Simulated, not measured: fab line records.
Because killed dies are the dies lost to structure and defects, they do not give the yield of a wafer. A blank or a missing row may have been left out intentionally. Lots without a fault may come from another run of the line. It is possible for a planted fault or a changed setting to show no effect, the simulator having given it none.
Comparing a struck lot with a sound one || flow rit_cmos || 15 steps out of a route of 202
Sound: the wafers L499.1, L499.3, L499.6. Struck: wafers L508.2, L508.3, L508.6. Last of all comes the cause.
Order at every step that has rows: each side's tool, ch and its chambers, its first start. Under that, the readings that differ: sound wafers || struck wafers || difference of the means || sigmas: that difference in standard deviations of wafers without a fault.
alike: readings whose means differ by less than 2 such deviations, and words and numbers that are the same on both sides. not compared: withheld readings, readings that some wafer has no value for, bounds like >300 that may hide the same value, and numbers for which the record gives no deviation and whose values overlap.
Wherever a step has rows on one side only, a row that says differs or no value, or a row with sigmas, the two part there. When numbers do not overlap yet have no deviation, they are printed without sigmas and do not part them. A reading that every wafer of one side lacks parts them only if that side has two wafers or more.

first, 1 step without rows for these wafers: RIT_ACTIVE_OXIDATION_01 (target thk 46.8 nm, ox time 3360 s).
RIT_ACTIVE_THK_MEAS_02:
  sound on film_metro-01 at day 1 17:03; struck on film_metro-02 at day 3 14:04
  alike: ACTIVE_OXIDE_THK
then, 1 step without rows for these wafers: RIT_ACTIVE_CVD_03 (deposits Si3N4 from SiH2Cl2/NH3, target thk 150 nm, time 1500 s).
RIT_ACTIVE_THK_MEAS_04:
  sound on film_metro-02 at day 1 18:32; struck on film_metro-02 at day 3 15:32
  alike: ACTIVE_NITRIDE_THK
then, 6 steps without rows for these wafers: RIT_ACTIVE_HMDS_05 (prime time 60 s); RIT_ACTIVE_COAT_06 (resist thk 1000 nm); RIT_ACTIVE_SOFTBAKE_07 (time 60 s); RIT_ACTIVE_EXPOSE_08 (exposes mask M1, target cd 1400 nm); RIT_ACTIVE_PEB_09; RIT_ACTIVE_DEVELOP_10 (develop time 50 s).
RIT_ACTIVE_CD_MEAS_11: target cd 1400 nm.
  sound on cd_sem-01 at day 1 19:34; struck on cd_sem-01 at day 3 16:35
  alike: cd_nm
then, 1 step without rows for these wafers: RIT_ACTIVE_HARDBAKE_12 (time 60 s).
RIT_ACTIVE_ETCH_13: etches Si3N4 in SF6, stops on SiO2, time 210 s, target depth 210 nm.
  sound on rie_diel-01 ch 2,3, day 1 19:50; struck on rie_diel-01 ch 0,2, day 3 16:50
{"reading": "rf_fwd_power_W (W)", "sound": "124.8 125.0 124.7", "struck": "105.0 105.1 105.0", "difference": -19.8, "sigmas": -49}
{"reading": "model.NOVOLAK_of_ACTIVE_COAT_06.thk_nm (nm)", "sound": "652.3 650.6 654", "struck": "686.1 689.6 687.5", "difference": "+35.4", "sigmas": ""}
{"reading": "model.SiO2_of_ACTIVE_OXIDATION_01.thk_nm (nm)", "sound": "46.09 45.11 44.61", "struck": "46.54 47.41 46.62", "difference": "+1.59", "sigmas": ""}
  alike: drypump_motor_current_A, oes_product_au, throttle_valve_pct
  not compared: rf_hours_counter_h
RIT_ACTIVE_STRIP_14: strips in O2, time 180 s.
  sound on plasma_asher-03 ch 1, day 1 19:58; struck on plasma_asher-03 ch 0,1, day 3 16:58
  alike: drypump_motor_current_A
  not compared: rf_hours_counter_h
RIT_M1_PROBE_99:
  rows exist in the record for the struck wafers here (prober-01, day 5 14:04), but not for the sound ones

== WHERE THEY PART ==
First at RIT_ACTIVE_ETCH_13; last, within this record, at RIT_M1_PROBE_99.

WHY: whatever the simulator had introduced
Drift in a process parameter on rie_diel-01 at RIT_ACTIVE_ETCH_13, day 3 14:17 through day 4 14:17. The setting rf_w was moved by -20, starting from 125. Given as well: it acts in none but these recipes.
